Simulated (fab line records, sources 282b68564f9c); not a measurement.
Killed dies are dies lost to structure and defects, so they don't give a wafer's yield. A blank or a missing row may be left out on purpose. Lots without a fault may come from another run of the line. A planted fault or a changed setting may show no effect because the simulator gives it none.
fab line records | flow rit_cmos
record lots=15 wafers=45 last_day=7
route steps=202 shown NLDD@111
lots that met no fault: from a run of the same line without faults
start_h: hours from the record's first day to the start of the lot's first wafer shown | wait_h: hours since the lot's step before | " the same as in the row above | L1.1+2: a row that stands for several wafers | - no value, or no start given | * or withheld: withheld | < > ~ a bound
route shown NAME@n: a module of which the file shows steps, and the number in the route of the first | usual: mean/standard deviation of fault-free wafers | same: alike in all rows | chamber/n: place in a boat | sites: the reading at each site | _std_site: their standard deviation | _edge_site: outer sites' mean less inner sites' | radius_mm: how far each site lies from the wafer's centre | mask NAME#n: copy n | behind: the tool/chamber that last shaped the wafer | hold: why the lot was held/for how many hours/how that ended | device: the transistor (n, p or np) that didn't switch | end of line: the same wafers' tests at the end of the route | a step without rows: its recipe alone | killed: dies lost to structure and defects at the first sort, not the wafer's yield | map: a wafer's dies, x killed, . not, _ none there
set.NAME: the setting as run; set.NAME@STEP: as run at that earlier step | model.NAME: the simulator's own value behind a step, which no gauge read
steps of the route over a sample of lots; a table a step, a row a wafer
services: from which hour (start_h, from the record's first day; less than 0 if before it) a tool's chamber was out of use, for how many hours, and why
## steps
# step RIT_NLDD_IMPLANT_08
# recipe species=P energy_kev=20 dose_cm2=5e+14 tilt_deg=7
# usual dose_ions_cm2=4.999e+14/4.6e+11 tilt_deg=6.994/0.019
# columns lot.wafer tool chamber start_h wait_h dose_ions_cm2 tilt_deg
L904.2 implanter-03 0 59.97 0.1 4.999e+14 6.973
L904.5 " 0 " " 4.999e+14 6.979
L904.6 " 0 " " 4.999e+14 6.999
L905.2 implanter-02 0 66.75 0.1 5.01e+14 6.972
L905.3 " 0 " " 5e+14 6.976
L905.6 " 0 " " 5.004e+14 6.992
L906.4 implanter-04 0 84.86 0.1 4.993e+14 6.953
L906.5 " 0 " " 4.994e+14 6.978
L906.6 " 0 " " 4.989e+14 6.960
L908.1 implanter-03 0 91.57 0.1 4.992e+14 6.256
L908.4 " 0 " " 4.998e+14 6.258
L908.6 " 0 " " 5e+14 6.239
L909.4 implanter-03 0 94.60 0.1 4.998e+14 6.231
L909.5 " 0 " " 4.999e+14 6.235
L909.6 " 0 " " 5e+14 6.257
L912.1 implanter-03 0 100.20 0.1 5.005e+14 6.248
L912.3 " 0 " " 5.008e+14 6.299
L912.4 " 0 " " 4.999e+14 6.239
L915.1 implanter-02 0 120.16 0.1 4.995e+14 6.916
L915.5 " 0 " " 4.999e+14 6.959
L915.6 " 0 " " 4.997e+14 6.967
L916.1 implanter-02 0 129.37 0.1 4.998e+14 7.039
L916.4 " 0 " " 5.001e+14 7.016
L916.6 " 0 " " 5e+14 6.979
L917.1 implanter-02 0 131.96 0.1 4.996e+14 6.982
L917.5 " 0 " " 4.999e+14 6.990
L917.6 " 0 " " 4.997e+14 7.002
L919.3 implanter-02 0 134.77 0.1 4.997e+14 6.988
L919.4 " 0 " " 5.002e+14 6.983
L919.5 " 0 " " 5.008e+14 7.006
L920.2 implanter-04 0 138.89 0.1 4.999e+14 6.988
L920.3 " 0 " " 5.002e+14 6.988
L920.6 " 0 " " 4.996e+14 6.996
L922.3 implanter-04 0 143.19 0.1 5.002e+14 6.998
L922.4 " 0 " " 5.006e+14 6.976
L922.6 " 0 " " 5.001e+14 6.981
L923.3 implanter-04 0 147.48 0.1 4.998e+14 6.995
L923.4 " 0 " " 4.995e+14 6.995
L923.5 " 0 " " 4.998e+14 7.004
L924.4 implanter-04 0 151.81 0.1 4.996e+14 7.015
L924.5 " 0 " " 4.999e+14 6.998
L924.6 " 0 " " 5.008e+14 6.978
L927.1 implanter-02 0 162.14 0.1 4.998e+14 7.010
L927.2 " 0 " " 4.996e+14 6.991
L927.3 " 0 " " 4.998e+14 6.988
# step RIT_SDANNEAL_RS_MEAS_07
# recipe thk_meas_gauge=four-point-probe
# usual NLDD_RS=151.6/0.53
# columns lot.wafer tool chamber start_h wait_h NLDD_RS[ohm/sq]
L904.2 film_metro-01 - 68.44 0.1 153.2
L904.5 " - " " 152.8
L904.6 " - " " 152.3
L905.2 film_metro-01 - 75.09 0.1 151.0
L905.3 " - " " 150.8
L905.6 " - " " 151.9
L906.4 film_metro-02 - 93.12 0.1 150.8
L906.5 " - " " 151.4
L906.6 " - " " 151.0
L908.1 film_metro-03 - 100.80 0.1 -
L908.4 " - " " -
L908.6 " - " " -
L909.4 film_metro-02 - 114.45 0.1 -
L909.5 " - " " -
L909.6 " - " " -
L912.1 film_metro-01 - 114.67 0.1 -
L912.3 " - " " -
L912.4 " - " " -
L915.1 film_metro-02 - 129.48 0.1 152.6
L915.5 " - " " 151.8
L915.6 " - " " 152.2
L916.1 film_metro-02 - 138.43 0.1 151.5
L916.4 " - " " 152.0
L916.6 " - " " 152.6
L917.1 film_metro-02 - 140.50 0.1 150.9
L917.5 " - " " 151.2
L917.6 " - " " 151.4
L919.3 film_metro-03 - 143.23 0.1 151.4
L919.4 " - " " 151.6
L919.5 " - " " 151.5
L920.2 film_metro-02 - 147.61 0.1 151.8
L920.3 " - " " 151.6
L920.6 " - " " 151.8
L922.3 film_metro-02 - 151.61 0.1 152.7
L922.4 " - " " 152.7
L922.6 " - " " 152.5
L923.3 film_metro-02 - 155.98 0.1 151.5
L923.4 " - " " 151.7
L923.5 " - " " 152.2
L924.4 film_metro-03 - 160.44 0.1 151.6
L924.5 " - " " 151.1
L924.6 " - " " 150.8
L927.1 film_metro-01 - 170.36 0.1 150.8
L927.2 " - " " 151.0
L927.3 " - " " 151.4
## services
# columns tool chamber start_h hours kind
implanter-04 - 46.20 6.6 repair
implanter-04 - 79.93 0.6 repair
## key
first_sign step=RIT_NLDD_IMPLANT_08 reading=tilt_deg direction=down sigmas=40 usual=6.994 struck=6.251
effect step=RIT_SDANNEAL_RS_MEAS_07 reading=NLDD_RS direction=missing
met_at RIT_NLDD_IMPLANT_08
struck_lots L908,L909,L912
tester_left_out L908,L909,L912
onset_between 59.97 91.57
fault kind=process_parameter_drift tool=implanter-03 chamber=- onset_h=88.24 steps=RIT_NLDD_IMPLANT_08 channel=tilt_deg offset=-0.7481 shape=step end_h=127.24 acts_in=these_recipes_only stated=7
# tester_left_out: of these lots the tester's yield and bins aren't shown, on N5 and GAA mostly nor the transistor test; their killed dies are dies lost to structure and defects alone, not to doping, threshold or leakage, so they don't give the yield
